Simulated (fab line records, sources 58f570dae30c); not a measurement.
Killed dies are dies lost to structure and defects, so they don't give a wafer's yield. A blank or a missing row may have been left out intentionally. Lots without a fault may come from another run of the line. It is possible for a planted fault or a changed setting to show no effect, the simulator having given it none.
A sampling plan put to the test ; flow berkeleyCmos170 ; one fab line, 14 faults that these records tell of, each judged on the records of the lots that it struck; 4 more are left out, because the records don't allow judging them
The plan consists of the line's own looks: route steps at which the wafer is read by a gauge or an inspection but not changed. A look can be judged if struck wafers have a number there and the file gives its usual mean and standard deviation on fault-free wafers. Caught: at a look after the fault's first step, the mean of the struck wafers lies 4 or more of those standard deviations (sigma) from the usual mean. On the tool: the fault's steps, tested the same way using the tool's own readings. If the struck wafers alone have a blank record, or they carry another recipe, that too counts as caught.

## THE FAULTS, as the simulator had put them in
1. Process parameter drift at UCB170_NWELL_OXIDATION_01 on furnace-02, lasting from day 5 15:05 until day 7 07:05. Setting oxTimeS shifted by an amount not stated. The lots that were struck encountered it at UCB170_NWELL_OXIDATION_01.
2. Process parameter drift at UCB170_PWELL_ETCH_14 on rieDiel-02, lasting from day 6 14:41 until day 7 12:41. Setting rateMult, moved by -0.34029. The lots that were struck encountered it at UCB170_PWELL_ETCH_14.
3. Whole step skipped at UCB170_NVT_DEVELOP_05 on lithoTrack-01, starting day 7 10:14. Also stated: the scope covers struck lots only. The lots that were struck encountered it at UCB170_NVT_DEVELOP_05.
4. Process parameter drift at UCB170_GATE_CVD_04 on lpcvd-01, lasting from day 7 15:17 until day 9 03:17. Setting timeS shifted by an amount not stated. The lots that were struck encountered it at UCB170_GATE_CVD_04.
5. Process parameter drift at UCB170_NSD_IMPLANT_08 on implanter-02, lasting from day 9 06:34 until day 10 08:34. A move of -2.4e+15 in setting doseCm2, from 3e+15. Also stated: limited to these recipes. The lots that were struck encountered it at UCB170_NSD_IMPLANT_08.
6. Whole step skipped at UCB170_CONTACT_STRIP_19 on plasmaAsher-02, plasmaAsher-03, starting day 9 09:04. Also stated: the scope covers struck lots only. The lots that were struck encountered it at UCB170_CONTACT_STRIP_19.
7. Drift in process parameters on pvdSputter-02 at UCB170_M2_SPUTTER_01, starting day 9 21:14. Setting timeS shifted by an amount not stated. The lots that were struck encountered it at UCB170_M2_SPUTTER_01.
8. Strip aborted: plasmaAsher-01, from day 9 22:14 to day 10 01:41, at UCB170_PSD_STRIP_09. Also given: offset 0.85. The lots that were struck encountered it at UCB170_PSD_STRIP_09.
9. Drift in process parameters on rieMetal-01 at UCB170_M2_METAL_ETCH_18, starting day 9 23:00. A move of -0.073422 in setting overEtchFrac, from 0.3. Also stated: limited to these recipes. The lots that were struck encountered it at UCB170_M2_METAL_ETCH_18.
10. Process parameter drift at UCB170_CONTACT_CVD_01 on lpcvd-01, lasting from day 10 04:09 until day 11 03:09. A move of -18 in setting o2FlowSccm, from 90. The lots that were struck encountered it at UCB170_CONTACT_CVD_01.
11. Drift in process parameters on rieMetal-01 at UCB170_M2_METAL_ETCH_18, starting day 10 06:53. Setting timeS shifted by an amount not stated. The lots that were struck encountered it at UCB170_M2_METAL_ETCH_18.
12. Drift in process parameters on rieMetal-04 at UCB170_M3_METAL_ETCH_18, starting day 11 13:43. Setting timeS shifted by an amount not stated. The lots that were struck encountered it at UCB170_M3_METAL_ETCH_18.
13. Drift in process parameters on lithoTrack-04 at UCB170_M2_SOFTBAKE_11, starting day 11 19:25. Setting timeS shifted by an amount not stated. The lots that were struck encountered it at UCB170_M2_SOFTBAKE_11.
14. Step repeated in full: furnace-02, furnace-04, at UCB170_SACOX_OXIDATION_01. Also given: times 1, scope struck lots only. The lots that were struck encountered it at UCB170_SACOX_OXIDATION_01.

## WHAT THE PLAN SAW
fault;on the tool itself;first look that catches it;reading, sigma;median hours from its first step to that look;hours from the fault's start to the first struck lot there;judged looks passed uncaught
1;under 2 sigma;UCB170_NWELL_THK_MEAS_02;NWELL_OXIDE_THK -5.7;1.4;4;0
2;oesProductAu -7.4 sigma;none of the 3 looks that can be judged after it;-;-;-;3
3;no reading that can be judged;no look after it can be judged;-;-;-;0
4;under 2 sigma;UCB170_GATE_THK_MEAS_05;GATE_POLY_THK -19;1.4;9;0
5;doseIonsCm2 -99 or beyond sigma;UCB170_NSD_TW_MEAS_10;NSD_TW -17;0.2;9;0
6;no reading that can be judged;not the one look that can be judged after it;-;-;-;1
7;under 2 sigma;UCB170_M2_RS_MEAS_02;M2_AL_RS -9.1;0.1;1;0
8;oesProductAu -35 sigma;UCB170_NSD_TW_MEAS_10;NSD_TW -73;3.1;6;1
9;only faintly: oesProductAu +2.2 sigma;no look after it can be judged;-;-;-;0
10;o2FlowSccm -60 sigma;UCB170_CONTACT_THK_MEAS_02;CONTACT_PSG_THK -13;1.8;6;0
11;runLengthS -99 or beyond sigma;UCB170_M2_CD_MEAS_90;cdNm +8.1;0.3;11;0
12;runLengthS +16 sigma;no look after it can be judged;-;-;-;0
13;runLengthS +99 or beyond sigma;none of the 2 looks that can be judged after it;-;-;-;2
14;under 2 sigma;UCB170_SACOX_THK_MEAS_02;SACOX_OXIDE_THK +25;4.9;-;0
Dash: fault not caught, or number not given in these records.

Caught at a look: 8 of 14. Caught on the tool: 7 of 14. By one or the other: 11 of 14.
On the tool alone, faults 2, 12, 13 were caught.
Caught at a look alone: faults 1, 4, 7, 14.
Caught by neither: faults 3, 6, 9.

## THINNER SAMPLING
In the worst case, this is how late the first struck lot would be measured if the look that catches a fault measured only every second or every third lot, by lot number:
fault;struck lots at that look, in order of time;every lot;every second lot;every third lot
1;L733, L734;4 h;4 h;may miss all 2
4;L330, L333, L332, L331;9 h;9 h;9 h
5;L840, L839;9 h;9 h;may miss all 2
7;L504, L506;1 h;may miss all 2;may miss all 2
8;L803;6 h;may miss it;may miss it
10;L367, L368;6 h;6 h;may miss all 2
11;L985;11 h;may miss it;may miss it
Hours: fault start to first struck lot measured. Since the struck wafers were tested as one group against 4 sigma, a single lot by itself may lie under the limit. Other struck lots may not be in these records.

## THE LONGEST TIMED WAY FROM STEP TO LOOK
Fault 14: median gap of 4.9 hours between UCB170_SACOX_OXIDATION_01 and UCB170_SACOX_THK_MEAS_02. No look between them can be judged.
